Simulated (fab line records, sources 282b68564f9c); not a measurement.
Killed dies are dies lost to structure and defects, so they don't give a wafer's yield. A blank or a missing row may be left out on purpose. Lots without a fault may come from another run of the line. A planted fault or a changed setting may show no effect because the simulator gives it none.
A struck lot beside a sound one | flow rit_cmos | 18 steps out of a route of 202
Sound: wafers L617.1, L617.3, L617.6. Struck: wafers L629.1, L629.4, L629.5. The cause comes at the end.
At each step with rows: each side's tool, then ch and its chambers, then its first start. Under that, the readings that differ: sound wafers | struck wafers | difference of the means | sigmas: that difference in standard deviations of wafers without a fault.
alike: readings whose means differ by less than 2 such deviations, and words and numbers that are the same on both sides. not compared: withheld readings, readings that some wafer has no value for, bounds like >300 that may hide the same value, and numbers for which the record gives no deviation and whose values overlap.
The two part at a step that has a row with sigmas, a row that says differs or no value, or rows on one side only. Numbers that don't overlap but have no deviation are shown without sigmas and don't part them. A reading that every wafer of one side lacks parts them only if that side has two wafers or more.

first, 2 steps without rows for these wafers: RIT_ACTIVE_CLEAN_17 (cleans in SC2, time 600 s); RIT_FOX1_OXIDATION_00 (target thk 350.7 nm, ox time 1130 s).
RIT_FOX1_THK_MEAS_01:
  sound on film_metro-03, day 1 16:51; struck on film_metro-01, day 4 05:32
  alike: FOX1_OXIDE_THK
then, 2 steps without rows for these wafers: RIT_FOX1_WET_ETCH_02 (etches SiO2 in BOE, target depth 350 nm, time 390 s); RIT_FOX2_OXIDATION_00 (target thk 350.7 nm, ox time 1130 s).
RIT_FOX2_THK_MEAS_01:
  sound on film_metro-01, day 1 18:22; struck on film_metro-01, day 4 07:02
  reading             | sound       | struck      | difference | sigmas
  FOX2_OXIDE_THK (nm) | 350 344 345 | 353 365 364 | +14        | +2
then, 2 steps without rows for these wafers: RIT_FOX2_CLEAN_02 (cleans in dHF, time 180 s); RIT_FOX2_WET_ETCH_03 (etches Si3N4 in H3PO4, target depth 195 nm, time 2700 s).
RIT_FOX2_THK_MEAS_90:
  sound on film_metro-04, day 1 19:19; struck on film_metro-01, day 4 07:55
  reading                     | sound       | struck      | difference | sigmas
  FIELD_OXIDE_LEFT_1_THK (nm) | 323 317 318 | 326 338 337 | +14        | +2
then, 3 steps without rows for these wafers: RIT_NWELL_HMDS_00 (prime time 60 s); RIT_NWELL_COAT_01 (resist thk 1300 nm); RIT_NWELL_SOFTBAKE_02 (time 60 s).
RIT_NWELL_EXPOSE_03: exposes mask M2, target cd 43900 nm.
  sound on iline_stepper-01 ch 0, day 1 19:49; struck on iline_stepper-02 ch 0, day 4 08:33
  reading                       | sound             | struck               | difference | sigmas
  model.NWELL.overlay_x_nm (nm) | 1.642 1.642 1.642 | -179.9 -179.9 -179.9 | -181.5     |
  alike: mask, stage_vel_mm_s
then, 2 steps without rows for these wafers: RIT_NWELL_PEB_04; RIT_NWELL_DEVELOP_05 (develop time 68 s).
RIT_NWELL_OVL_MEAS_06:
  sound on overlay-01, day 1 20:15; struck on overlay-01, day 4 08:59
  reading        | sound       | struck               | difference | sigmas
  NWELL_OVL (nm) | 1.9 2.1 2.6 | -178.9 -179.1 -178.8 | -181.1     | -99 or more
then, 1 step without rows for these wafers: RIT_NWELL_HARDBAKE_07 (time 120 s).
RIT_M1_PROBE_99:
  sound on prober-02, day 3 08:21; struck on prober-02, day 5 21:37
  reading                                 | sound             | struck            | difference | sigmas
  model.etest.well_edge_right.line_ohm_um | 185.8 183.6 181.3 | 190.9 190.7 190.8 | +7.2       |
  model.etest.well_edge_left.line_ohm_um  | 182.9 181.4 181.8 | 175 173.8 175.3   | -7         |
  alike: killed_at_front_end, killed_dies, killed_open, killed_short

WHERE THEY PART
First at RIT_FOX2_THK_MEAS_01; last, within this record, at RIT_NWELL_OVL_MEAS_06. Later steps at which nothing parts them and some readings are alike: RIT_M1_PROBE_99.

WHY: what the simulator had put in
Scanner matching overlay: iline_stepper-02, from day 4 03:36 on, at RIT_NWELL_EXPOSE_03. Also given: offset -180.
